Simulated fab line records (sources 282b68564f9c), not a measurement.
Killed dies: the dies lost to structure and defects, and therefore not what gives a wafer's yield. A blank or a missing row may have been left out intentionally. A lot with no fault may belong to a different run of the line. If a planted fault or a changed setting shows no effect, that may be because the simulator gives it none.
A lot that was struck, set against a sound lot || flow ritCmos || 44 steps out of a route of 202
Sound: these wafers, L523.3, L523.4, L523.6. The struck wafers were L515.1, L515.3, L515.5. The cause is named last.
Each step with rows lists, per side, the tool, then ch with its chambers, then its first start. Under that, the readings that differ: sound wafers || struck wafers || difference of the means || sigmas: that difference in standard deviations of wafers without a fault.
alike: words and numbers the same on both sides, and readings whose means are apart by under 2 such deviations; not compared: readings that were withheld, readings missing a value for some wafer, numbers with overlapping values and no deviation given by the record, and bounds like >300 which may hide the same value.
A row with sigmas, a row that says differs or no value, or rows on one side alone: a step with any of these is where the two part. Numbers that don't overlap but have no deviation are shown without sigmas and don't part them. A reading missing from all wafers of one side parts the sides only when that side holds two or more wafers.

first, 2 steps without rows for these wafers: RIT_NLDD_HARDBAKE_07 (time 60 s); RIT_NLDD_IMPLANT_08.
RIT_NLDD_STRIP_09: strips in O2, time 180 s.
  sound on plasmaAsher-01 ch 0,1, day 7 01:38; struck on plasmaAsher-02 ch 1, day 5 09:51
  alike: drypumpMotorCurrentA, o2FlowSccm
  not compared: rfHoursCounterH
RIT_NLDD_TW_MEAS_10:
  sound on filmMetro-03 at day 7 01:46; struck on filmMetro-04 at day 5 10:01
  alike: NLDD_TW
then, 6 steps without rows for these wafers: RIT_PLDD_HMDS_00 (prime time 60 s); RIT_PLDD_COAT_01 (resist thk 1000 nm); RIT_PLDD_SOFTBAKE_02 (time 60 s); RIT_PLDD_EXPOSE_03 (exposes mask M8, target cd 40900 nm); RIT_PLDD_PEB_04; RIT_PLDD_DEVELOP_05 (develop time 50 s).
RIT_PLDD_OVL_MEAS_06:
  sound on overlay-01 at day 7 02:42; struck on overlay-01 at day 5 10:56
{"reading": "PLDD_OVL (nm)", "sound": "2.1 1.4 2.2", "struck": "-2.4 -3.7 -4.0", "difference": -5.3, "sigmas": -4}
then, 1 step without rows for these wafers: RIT_PLDD_HARDBAKE_07 (time 60 s).
RIT_PLDD_IMPLANT_08:
  sound on implanter-03 ch 0, day 7 02:55; struck on implanter-03 ch 0, day 5 11:39
RIT_PLDD_STRIP_09: strips in O2, time 180 s.
  sound on plasmaAsher-04 ch 0,1, day 7 03:05; struck on plasmaAsher-03 ch 0,1, day 5 11:48
  alike: drypumpMotorCurrentA, o2FlowSccm
  not compared: rfHoursCounterH
RIT_PLDD_TW_MEAS_10:
  sound on filmMetro-01 at day 7 03:13; struck on filmMetro-04 at day 5 11:59
{"reading": "PLDD_TW", "sound": "2310 2322 2318", "struck": "2750 2736 2754", "difference": "+430", "sigmas": "+16"}
then, 4 steps without rows for these wafers: RIT_SPACER_CLEAN_00 (cleans in SC1, time 600 s); RIT_SPACER_CLEAN_01 (cleans in dHF, time 30 s); RIT_SPACER_CLEAN_02 (cleans in SC2, time 600 s); RIT_SPACER_CVD_03 (deposits Si3N4 from SiH2Cl2/NH3, target thk 250 nm, time 3300 s).
RIT_SPACER_THK_MEAS_04:
  sound on filmMetro-04 at day 7 05:35; struck on filmMetro-02 at day 5 14:40
  alike: SPACER_NITRIDE_THK
RIT_SPACER_ETCHBACK_05: etches Si3N4 in SF6/CHF3, stops on SiO2, target depth 250 nm, time 240 s.
  sound on rieDiel-03 ch 0,1,2, day 7 05:38; struck on rieDiel-03 ch 0,2,3, day 5 14:44
  alike: drypumpMotorCurrentA, oesProductAu, throttleValvePct
  not compared: rfHoursCounterH
then, 6 steps without rows for these wafers: RIT_NSD_HMDS_00 (prime time 60 s); RIT_NSD_COAT_01 (resist thk 1000 nm); RIT_NSD_SOFTBAKE_02 (time 60 s); RIT_NSD_EXPOSE_03 (exposes mask M9, target cd 40700 nm); RIT_NSD_PEB_04; RIT_NSD_DEVELOP_05 (develop time 50 s).
RIT_NSD_OVL_MEAS_06:
  sound on overlay-02 at day 7 06:39; struck on overlay-01 at day 5 16:03
  alike: NSD_OVL
then, 2 steps without rows for these wafers: RIT_NSD_HARDBAKE_07 (time 60 s); RIT_NSD_IMPLANT_08.
RIT_NSD_STRIP_09: strips in O2, time 180 s.
  sound on plasmaAsher-01 ch 0,1, day 7 07:02; struck on plasmaAsher-04 ch 1, day 5 16:31
{"reading": "drypumpMotorCurrentA (A)", "sound": "5.6 5.7 5.7", "struck": "6.6 6.6 6.6", "difference": "+0.9", "sigmas": "+3"}
  alike: o2FlowSccm
  not compared: rfHoursCounterH
RIT_NSD_TW_MEAS_10:
  sound on filmMetro-04 at day 7 07:10; struck on filmMetro-01 at day 5 16:41
  alike: NSD_TW
then, 6 steps without rows for these wafers: RIT_PSD_HMDS_00 (prime time 60 s); RIT_PSD_COAT_01 (resist thk 1000 nm); RIT_PSD_SOFTBAKE_02 (time 60 s); RIT_PSD_EXPOSE_03 (exposes mask M10, target cd 40900 nm); RIT_PSD_PEB_04; RIT_PSD_DEVELOP_05 (develop time 50 s).
RIT_PSD_OVL_MEAS_06:
  sound on overlay-01 at day 7 08:04; struck on overlay-02 at day 5 18:08
  alike: PSD_OVL
then, 2 steps without rows for these wafers: RIT_PSD_HARDBAKE_07 (time 60 s); RIT_PSD_IMPLANT_08.
RIT_PSD_STRIP_09: strips in O2, time 180 s.
  sound on plasmaAsher-01 ch 0,1, day 7 08:27; struck on plasmaAsher-03 ch 0,1, day 5 18:34
  alike: drypumpMotorCurrentA, o2FlowSccm
  not compared: rfHoursCounterH
RIT_SDANNEAL_RS_MEAS_06: measurement is done with a four-point probe.
  sound on filmMetro-03 at day 7 09:21; struck on filmMetro-01 at day 5 20:29
{"reading": "PLDD_RS (ohm/sq)", "sound": "178.6 178.9 178.5", "struck": "151.6 151.8 151.6", "difference": -27.0, "sigmas": -69}
RIT_M1_PROBE_99:
  sound on prober-01 at day 7 17:32; struck on prober-01 at day 6 04:38
  alike: killedAtContacts, killedAtFrontEnd, killedDies, killedOpen, killedShort

WHERE THEY PART
At RIT_PLDD_OVL_MEAS_06 first; at RIT_SDANNEAL_RS_MEAS_06 last (within this record only). Later steps at which nothing parts them and some readings are alike: RIT_M1_PROBE_99.

WHY: what the simulator had put in
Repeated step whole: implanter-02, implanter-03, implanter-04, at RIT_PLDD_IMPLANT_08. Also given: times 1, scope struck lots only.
